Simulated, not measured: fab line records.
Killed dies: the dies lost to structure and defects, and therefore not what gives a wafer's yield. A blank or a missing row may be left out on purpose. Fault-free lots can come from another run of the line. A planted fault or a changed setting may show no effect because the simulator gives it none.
A struck lot beside a sound one :: flow rit cmos :: 15 steps out of a route of 202
Sound: these wafers, L759.1, L759.2, L759.4. The struck wafers were L764.1, L764.3, L764.5. The cause comes at the end.
At each step with rows: each side's tool, then ch and its chambers, then its first start. Under that, the readings that differ: sound wafers :: struck wafers :: difference of the means :: sigmas: that difference in standard deviations of wafers without a fault.
alike: same words and numbers on both sides, and readings whose means sit less than 2 such deviations apart. not compared: any withheld reading, any reading some wafer has no value for, any bound like >300 that may hide the same value, and any number with overlapping values for which the record gives no deviation.
A row with sigmas, a row that says differs or no value, or rows on one side alone: a step with any of these is where the two part. When numbers do not overlap yet have no deviation, they are printed without sigmas and do not part them. A reading missing from all wafers of one side parts the sides only when that side holds two or more wafers.

first, 6 steps without rows for these wafers: RIT_PRETRO_HMDS_00 (prime time 60 s); RIT_PRETRO_COAT_01 (resist thk 1300 nm); RIT_PRETRO_SOFTBAKE_02 (time 60 s); RIT_PRETRO_EXPOSE_03 (exposes mask M5, target cd 43700 nm); RIT_PRETRO_PEB_04; RIT_PRETRO_DEVELOP_05 (develop time 68 s).
RIT_PRETRO_OVL_MEAS_06:
  sound: overlay-02 at day 3 02:21; struck: overlay-01 at day 3 23:12
  alike: PRETRO_OVL
then, 2 steps without rows for these wafers: RIT_PRETRO_HARDBAKE_07 (time 120 s); RIT_PRETRO_IMPLANT_08.
RIT_PRETRO_STRIP_09: strips in O2, time 180 s.
  sound on plasma asher-03 ch 0,1, day 3 02:47; struck on plasma asher-01 ch 0, day 3 23:38
  alike: drypump motor current A
  not compared: rf hours counter h
RIT_PRETRO_TW_MEAS_10:
  sound: film metro-02 at day 3 02:58; struck: film metro-04 at day 3 23:49
reading: PRETRO_TW
sound: 472.2 475.9 474.0
struck: 480.9 482.0 480.8
difference: +7.2
sigmas: +2
then, 1 step without rows for these wafers: RIT_GATE_WET_ETCH_00 (etches SiO2 in BOE, target depth 56 nm, time 60 s).
RIT_GATE_CLEAN_01: cleans in SC1, time 600 s.
  sound on wet bench-04 ch 0, day 3 03:03; struck on wet bench-04 ch 1, day 3 23:53
reading: run length s (s)
sound: 628.0 628.0 628.0
struck: 667.8 667.8 667.8
difference: +39.8
sigmas: +13
then, 1 step without rows for these wafers: RIT_GATE_CLEAN_02 (cleans in dHF, time 30 s).
RIT_M1_PROBE_99:
  sound: prober-01 at day 4 07:28; struck: prober-02 at day 5 02:42
  alike: killed at contacts, killed at front end, killed dies, killed on rim, killed open, killed short

## WHERE THEY PART
First at RIT_PRETRO_TW_MEAS_10; last, within this record, at RIT_GATE_CLEAN_01. Later steps at which nothing parts them and some readings are alike: RIT_M1_PROBE_99.

WHY: what the simulator had put in
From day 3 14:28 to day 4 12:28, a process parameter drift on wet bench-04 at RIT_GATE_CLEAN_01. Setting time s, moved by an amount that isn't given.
